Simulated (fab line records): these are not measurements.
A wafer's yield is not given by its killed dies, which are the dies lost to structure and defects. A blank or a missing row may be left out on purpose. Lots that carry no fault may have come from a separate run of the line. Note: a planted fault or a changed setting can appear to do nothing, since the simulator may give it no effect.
fab line records	flow rit_cmos
[record] lots = 15	wafers = 45	last_day = 8
route steps=202 shown NLDD@108 PSD@148 CONTACT@168 M1@185
lots with no fault: from the same line, run without faults
start_h: start of the lot's first displayed wafer, in hours after the record's first day	wait_h: hours from the lot's prior step to this one	" the same as in the row above	L1.1+2: one row covering several wafers at once	- no value, or no start given	* or withheld: withheld	< > ~ a bound
route shown NAME@n: a module of which the file shows steps, and the number in the route of the first	usual: mean/standard deviation taken from wafers without a fault	same: alike in all rows	chamber/n: place in a boat	sites: the reading at each site	_std_site: their standard deviation	_edge_site: inner sites' mean taken away from outer sites' mean	radius_mm: how far each site lies from the wafer's centre	mask NAME#n: copy n	behind: tool/chamber where the wafer was last shaped	hold: cause of the lot's hold/its duration in hours/its outcome	device: the transistor (n, p or np) that didn't switch	end of line: the tests these same wafers got at the end of their route	for a step that has no rows: nothing shown but its recipe	killed: not the wafer's yield, but the dies lost to structure and defects at the first sort	map: a wafer's dies, marking killed ones x, the rest . and places with no die _
set.NAME: the setting the step ran with; set.NAME@STEP: the setting that earlier step ran with	model.NAME: the simulator's own value behind a step, which no gauge read
steps of the route over a sample of lots; a table a step, a row a wafer
services: from which hour (start_h, from the record's first day; less than 0 if before it) a tool's chamber was out of use, for how many hours, and why
[[steps]]
[step RIT_NLDD_DEVELOP_05]
[recipe] resist = NOVOLAK	develop_time_s = 50	dev_temp_c = 23.51
[usual] chill_plate_temp_C = 22.99/0.12	develop_time_s = 50/0
lot.wafer	tool	chamber	start_h	wait_h	chill_plate_temp_C	develop_time_s
L238.3	litho_track-04	0	44	-	22.74	50
L238.4	"	0	"	"	22.91	50
L238.5	"	0	"	"	22.92	50
L239.1	litho_track-01	0	51	-	23.09	50
L239.2	"	0	"	"	22.99	50
L239.3	"	0	"	"	23.15	50
L240.2	litho_track-04	0	57	-	22.87	50
L240.3	"	0	"	"	22.98	50
L240.5	"	0	"	"	22.94	50
L241.1	litho_track-01	0	58	-	22.92	50
L241.2	"	0	"	"	22.97	50
L241.6	"	0	"	"	23.01	50
L243.3	litho_track-03	0	67	-	23.02	50
L243.4	"	0	"	"	23.18	50
L243.6	"	0	"	"	23.10	50
L244.2	litho_track-03	0	71	-	23.06	50
L244.4	"	0	"	"	23.06	50
L244.5	"	0	"	"	23.01	50
L246.1	litho_track-04	-	81	-	-	-
L246.4	"	-	"	"	-	-
L246.5	"	-	"	"	-	-
L247.1	litho_track-04	-	88	-	-	-
L247.4	"	-	"	"	-	-
L247.6	"	-	"	"	-	-
L248.1	litho_track-04	-	92	-	-	-
L248.3	"	-	"	"	-	-
L248.6	"	-	"	"	-	-
L252.2	litho_track-01	0	111	-	22.89	50
L252.5	"	0	"	"	22.78	50
L252.6	"	0	"	"	22.93	50
L255.1	litho_track-03	0	127	-	23.01	50
L255.2	"	0	"	"	23.01	50
L255.3	"	0	"	"	22.90	50
L256.3	litho_track-04	0	131	-	23.11	50
L256.4	"	0	"	"	23.01	50
L256.5	"	0	132	-	22.96	50
L258.1	litho_track-03	0	141	-	23.05	50
L258.3	"	0	"	"	22.98	50
L258.6	"	0	"	"	23.11	50
L259.1	litho_track-04	0	146	-	22.91	50
L259.2	"	0	"	"	22.91	50
L259.5	"	0	"	"	22.87	50
L260.1	litho_track-01	0	163	-	23.24	50
L260.2	"	0	"	"	23.03	50
L260.6	"	0	"	"	23.26	50
[step RIT_PSD_OVL_MEAS_06]
[usual] PSD_OVL = -0.3/1.4
lot.wafer	tool	chamber	start_h	wait_h	PSD_OVL[nm]
L238.3	overlay-02	-	52.11	-	0.7
L238.4	"	-	"	"	-0.1
L238.5	"	-	"	"	0.7
L239.1	overlay-01	-	59.27	-	0.1
L239.2	"	-	"	"	1.2
L239.3	"	-	"	"	-1.0
L240.2	overlay-02	-	64.28	-	-0.8
L240.3	"	-	"	"	-0.5
L240.5	"	-	"	"	0.2
L241.1	overlay-01	-	66.57	-	1.6
L241.2	"	-	"	"	2.5
L241.6	"	-	"	"	0.4
L243.3	overlay-01	-	75.02	-	-0.3
L243.4	"	-	"	"	0.9
L243.6	"	-	"	"	-0.8
L244.2	overlay-02	-	78.36	-	-0.9
L244.4	"	-	"	"	-1.6
L244.5	"	-	"	"	-3.1
L246.1	overlay-02	-	89.06	-	0.9
L246.4	"	-	"	"	0.9
L246.5	"	-	"	"	-0.1
L247.1	overlay-01	-	96.03	-	0.5
L247.4	"	-	"	"	-1.8
L247.6	"	-	"	"	-1.7
L248.1	overlay-02	-	100.70	-	-2.8
L248.3	"	-	"	"	-1.1
L248.6	"	-	"	"	0.8
L252.2	overlay-01	-	120.00	-	0.0
L252.5	"	-	"	"	2.0
L252.6	"	-	"	"	2.0
L255.1	overlay-01	-	134.47	-	-0.1
L255.2	"	-	"	"	-0.2
L255.3	"	-	"	"	-1.9
L256.3	overlay-01	-	138.82	-	0.2
L256.4	"	-	"	"	0.7
L256.5	"	-	"	"	-0.9
L258.1	overlay-01	-	148.77	-	1.6
L258.3	"	-	"	"	0.4
L258.6	"	-	"	"	1.6
L259.1	overlay-01	-	165.26	-	1.5
L259.2	"	-	"	"	-0.9
L259.5	"	-	"	"	-1.0
L260.1	overlay-02	-	171.02	-	-3.1
L260.2	"	-	"	"	-2.0
L260.6	"	-	"	"	-3.6
[step RIT_CONTACT_CVD_00]
[recipe] material = SiO2	target_thk_nm = 400	precursor = TEOS	temp_c = 390	time_s = 60.06	rf_w = 400
[usual] heater_power_w = 327/43
lot.wafer	tool	chamber	start_h	wait_h	heater_power_w	since_wet_clean_h
L238.3	pecvd-01	2	54.09	0.0	297	1000
L238.4	"	2	"	"	318	-
L238.5	"	1	"	"	464	-
L239.1	pecvd-02	1	61.31	0.1	356	1398
L239.2	"	2	"	"	325	1398
L239.3	"	0	"	"	273	1398
L240.2	pecvd-04	2	66.26	0.0	317	217
L240.3	"	1	"	"	343	217
L240.5	"	1	"	"	251	-
L241.1	pecvd-01	1	68.70	0.1	346	1014
L241.2	"	0	"	"	302	1014
L241.6	"	0	"	"	322	-
L243.3	pecvd-04	2	77.00	0.0	339	228
L243.4	"	1	"	"	310	-
L243.6	"	2	"	"	347	-
L244.2	pecvd-01	2	80.48	0.0	328	1026
L244.4	"	0	"	"	336	-
L244.5	"	1	"	"	425	-
L246.1	pecvd-04	0	91.05	0.1	275	242
L246.4	"	0	"	"	293	-
L246.5	"	1	"	"	298	-
L247.1	pecvd-01	2	98.02	0.1	312	1044
L247.4	"	0	"	"	347	-
L247.6	"	1	"	"	363	-
L248.1	pecvd-02	1	102.76	0.1	299	1439
L248.3	"	2	"	"	297	1439
L248.6	"	1	"	"	321	-
L252.2	pecvd-04	2	122.02	0.0	285	273
L252.5	"	2	"	"	300	-
L252.6	"	0	"	"	296	-
L255.1	pecvd-04	2	136.46	0.1	286	287
L255.2	"	1	"	"	332	287
L255.3	"	0	"	"	337	287
L256.3	pecvd-01	0	140.83	0.0	371	1087
L256.4	"	0	"	"	379	-
L256.5	"	1	"	"	397	-
L258.1	pecvd-04	1	150.77	0.1	248	302
L258.3	"	0	"	"	335	302
L258.6	"	2	"	"	330	-
L259.1	pecvd-01	2	167.36	0.1	321	1113
L259.2	"	1	"	"	434	1113
L259.5	"	1	"	"	446	-
L260.1	pecvd-02	1	173.05	0.1	357	1509
L260.2	"	2	"	"	305	1509
L260.6	"	2	"	"	330	-
[step RIT_M1_RS_MEAS_01]
[recipe] thk_meas_gauge = four-point-probe	reads = Al_of_M1_SPUTTER_00
[usual] M1_AL_RS = 0.0748/0.0011
lot.wafer	tool	chamber	start_h	wait_h	M1_AL_RS[ohm/sq]
L238.3	film_metro-04	-	56.82	0.2	0.0745
L238.4	"	-	"	"	0.0745
L238.5	"	-	"	"	0.0737
L239.1	film_metro-01	-	63.84	0.1	0.0730
L239.2	"	-	"	"	0.0746
L239.3	"	-	"	"	0.0741
L240.2	film_metro-04	-	68.93	0.2	0.0742
L240.3	"	-	"	"	0.0753
L240.5	"	-	"	"	0.0748
L241.1	film_metro-03	-	71.22	0.1	0.0734
L241.2	"	-	"	"	0.0749
L241.6	"	-	"	"	0.0778
L243.3	film_metro-04	-	79.71	0.2	0.0723
L243.4	"	-	"	"	0.0739
L243.6	"	-	"	"	0.0741
L244.2	film_metro-01	-	83.22	0.2	0.0757
L244.4	"	-	"	"	0.0750
L244.5	"	-	"	"	0.0753
L246.1	film_metro-01	-	93.99	0.3	0.0741
L246.4	"	-	"	"	0.0747
L246.5	"	-	"	"	0.0741
L247.1	film_metro-01	-	100.73	0.1	0.0745
L247.4	"	-	"	"	0.0744
L247.6	"	-	"	"	0.0739
L248.1	film_metro-01	-	105.41	0.1	0.0728
L248.3	"	-	"	"	0.0752
L248.6	"	-	"	"	0.0761
L252.2	film_metro-01	-	124.82	0.2	0.0751
L252.5	"	-	"	"	0.0745
L252.6	"	-	"	"	0.0739
L255.1	film_metro-04	-	139.00	0.1	0.0749
L255.2	"	-	"	"	0.0745
L255.3	"	-	"	"	0.0746
L256.3	film_metro-01	-	143.78	0.2	0.0763
L256.4	"	-	"	"	0.0749
L256.5	"	-	"	"	0.0740
L258.1	film_metro-01	-	153.46	0.1	0.0756
L258.3	"	-	"	"	0.0759
L258.6	"	-	"	"	0.0764
L259.1	film_metro-03	-	170.02	0.1	0.0741
L259.2	"	-	"	"	0.0741
L259.5	"	-	"	"	0.0744
L260.1	film_metro-01	-	175.87	0.1	0.0755
L260.2	"	-	"	"	0.0749
L260.6	"	-	"	"	0.0745
[[services]]
tool	chamber	start_h	hours	kind
pecvd-02	-	155.42	0.5	repair
pecvd-01	-	161.23	0.6	repair
[[key]]
[first_sign] step = RIT_NLDD_DEVELOP_05	reading = tool_record	direction = missing
effect none on later readings
met_at RIT_NLDD_DEVELOP_05
struck_lots L246,L247,L248
rows_end L246.1,L246.4,L246.5
sort_left_out L247.1,L247.4,L247.6,L248.1,L248.3,L248.6
tester_left_out L247,L248
not_acting_at RIT_PSD_OVL_MEAS_06,RIT_CONTACT_CVD_00,RIT_M1_RS_MEAS_01
onset_between 57 81
[fault] kind = skipped_step_whole	tool = litho_track-04	chamber = -	onset_h = 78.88	steps = RIT_NLDD_DEVELOP_05	scope = struck_lots_only
// tester_left_out: of these lots the tester's yield and bins aren't shown, on N5 and GAA mostly nor the transistor test; their killed dies are dies lost to structure and defects alone, not to doping, threshold or leakage, so they don't give the yield
// sort_left_out: the simulated sort isn't trusted on such a fault, so these wafers' sort isn't shown, and their yield isn't known
// rows_end: these wafers met a further fault down the route, and their rows from its step on are left out
